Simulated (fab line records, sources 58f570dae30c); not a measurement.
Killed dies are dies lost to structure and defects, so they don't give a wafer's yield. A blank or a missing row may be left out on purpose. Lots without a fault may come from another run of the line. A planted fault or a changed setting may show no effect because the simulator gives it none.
One fault seen from 2 desks | flow berkeley_cmos170 | each desk has only its own numbers; what lay behind them comes last

THE METROLOGY DESK
What the gauges read, lot by lot, whatever tool the lot ran on: means of the sampled wafers that have a number. A lot is out of limits, marked OUT, if its mean lies more than 4 standard deviations from the usual mean; the brackets give that distance.
Columns: A = NVT_OVL at UCB170_NVT_OVL_MEAS_06, usual 0 nm
lot  | first seen here | A
L300 | day 5 19:57     | -5
L302 | day 6 10:11     | 6
L301 | day 6 10:17     | 0
L304 | day 6 19:00     | -6
L303 | day 6 19:10     | -3
L306 | day 7 09:42     | -1
L305 | day 7 09:59     | -3
L310 | day 7 16:50     | -2
L311 | day 8 09:05     | -1
L316 | day 8 18:11     | 2
L317 | day 8 20:28     | -6
L319 | day 9 14:05     | 0
L322 | day 9 21:57     | 3
L321 | day 9 22:26     | 0
This desk's finding: nothing out of limits on any of the 14 lots.

THE TOOL OWNER'S DESK: rie_metal-02
The tool's own readings at UCB170_M2_METAL_ETCH_18 (etches Al in Cl2/BCl3, stops on SiO2, target depth 1170 nm, time 195 s): means of the sampled wafers that have a number, for each lot that ran on this tool. A lot is out of limits, marked OUT, if its mean lies more than 4 standard deviations from the usual mean; the brackets give that distance.
Columns: A = chamber_pressure_mTorr at UCB170_M2_METAL_ETCH_18, usual 12.001 mTorr; B = drypump_motor_current_A at UCB170_M2_METAL_ETCH_18, usual 5.6 A; C = oes_product_au at UCB170_M2_METAL_ETCH_18, usual 0.860 a.u.; D = throttle_valve_pct at UCB170_M2_METAL_ETCH_18, usual 24.42 %
lot  | first seen here | A                | B   | C     | D
L300 | day 7 19:49     | 12.001           | 5.7 | 0.877 | 24.38
L302 | day 8 07:32     | 12.000           | 5.5 | 0.860 | 24.51
L306 | day 9 14:31     | 12.009           | 5.5 | 0.863 | 24.49
L310 | day 9 19:35     | 11.999           | 5.5 | 0.857 | 24.50
L311 | day 10 09:38    | 11.204 (-72) OUT | 5.7 | 0.869 | 24.37
L316 | day 10 18:24    | 11.199 (-73) OUT | 5.8 | 0.864 | 24.38
This desk's finding: out of limits on L311, L316; first on L311, day 10 09:38 (chamber_pressure_mTorr at UCB170_M2_METAL_ETCH_18). In limits: L300, L302, L306, L310.

PUT TOGETHER
The tool owner's desk could have raised an alarm at day 10 09:38, on L311, L316.
The metrology desk saw nothing out of limits.
The metrology desk has L311, L316 on record, within its limits.
Of the lots named, all ran UCB170_M2_METAL_ETCH_18 on rie_metal-02.

WHAT THE SIMULATOR HAD PUT IN
Process parameter drift: rie_metal-02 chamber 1, from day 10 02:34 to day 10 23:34, at UCB170_M2_METAL_ETCH_18. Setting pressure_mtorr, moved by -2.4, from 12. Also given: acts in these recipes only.
Lots struck among those shown: L311, L316.
Hours from the fault's start to each desk's first reading out of limits: the tool owner's desk, 7.
